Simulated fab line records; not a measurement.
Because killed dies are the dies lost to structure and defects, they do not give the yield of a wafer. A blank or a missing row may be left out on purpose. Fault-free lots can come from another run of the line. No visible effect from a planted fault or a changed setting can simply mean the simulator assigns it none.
What tool caused it?    flow rit cmos    7 lots, 21 wafers sampled, at 2 steps of a route of 202

WHAT THE GAUGES READ, wafer by wafer
RIT_PLDD_TW_MEAS_10.
lot   measured     on             PLDD_TW
L408  day 3 07:11  film metro-01  2366 2358 2371
L410  day 3 13:56  film metro-02  2337 2340 2333
L414  day 4 12:49  film metro-02  2329 2342 2337
L418  day 5 08:49  film metro-01  2754 2762 2764
L425  day 6 19:49  film metro-01  2379 2369 2369
L428  day 7 16:52  film metro-01  2366 2367 2370
L430  day 7 23:28  film metro-01  2379 2374 2370

EACH LOT AND THE TOOL THAT RAN IT (in order: tool; ch and the chambers of the sampled wafers; start)
lot   RIT_PLDD_IMPLANT_08
L408  implanter-03 ch 0, day 3 06:52
L410  implanter-03 ch 0, day 3 13:36
L414  implanter-04 ch 0, day 4 12:30
L418  implanter-03 ch 0, day 5 08:30
L425  implanter-01 ch 0, day 6 19:29
L428  implanter-01 ch 0, day 7 16:33
L430  implanter-01 ch 0, day 7 23:08
- RIT_PLDD_IMPLANT_08

THE ANSWER, worked out from the rows above alone
Rule: usual is defined by the lots themselves. The widest of any qualifying gaps counts: lots, ordered by their means at a reading, are off when they make up no more than a third of the lots, leave a main group of 4 or more, and stand apart from it by 3 or more times the standard deviation of that group's means. Not used: any main group whose means are identical at the precision the tables above print for the reading. A lot without any number at a reading at which 4 lots or more have one is off too. The other lots that the step has rows for count as sound.
Off: L418, seen at RIT_PLDD_TW_MEAS_10 (PLDD_TW). Main group: mean 2359, sd 16.
If a tool, at a process step before that reading, ran all the lots that are off and no sound lot after the first of them, it fits. Gauges at RIT_PLDD_TW_MEAS_10: tried the same way as those tools. One fits: implanter-03 at RIT_PLDD_IMPLANT_08. Its last sound lot is L410 (day 3 13:36), its first lot that is off L418 (day 5 08:30): a fault that began between those two fits.

WHAT THE SIMULATOR HAD PUT IN
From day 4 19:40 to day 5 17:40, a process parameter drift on implanter-03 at RIT_PLDD_IMPLANT_08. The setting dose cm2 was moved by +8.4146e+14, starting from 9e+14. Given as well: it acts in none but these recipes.
Shown lots that were struck: L418. The same result came from the rule above.
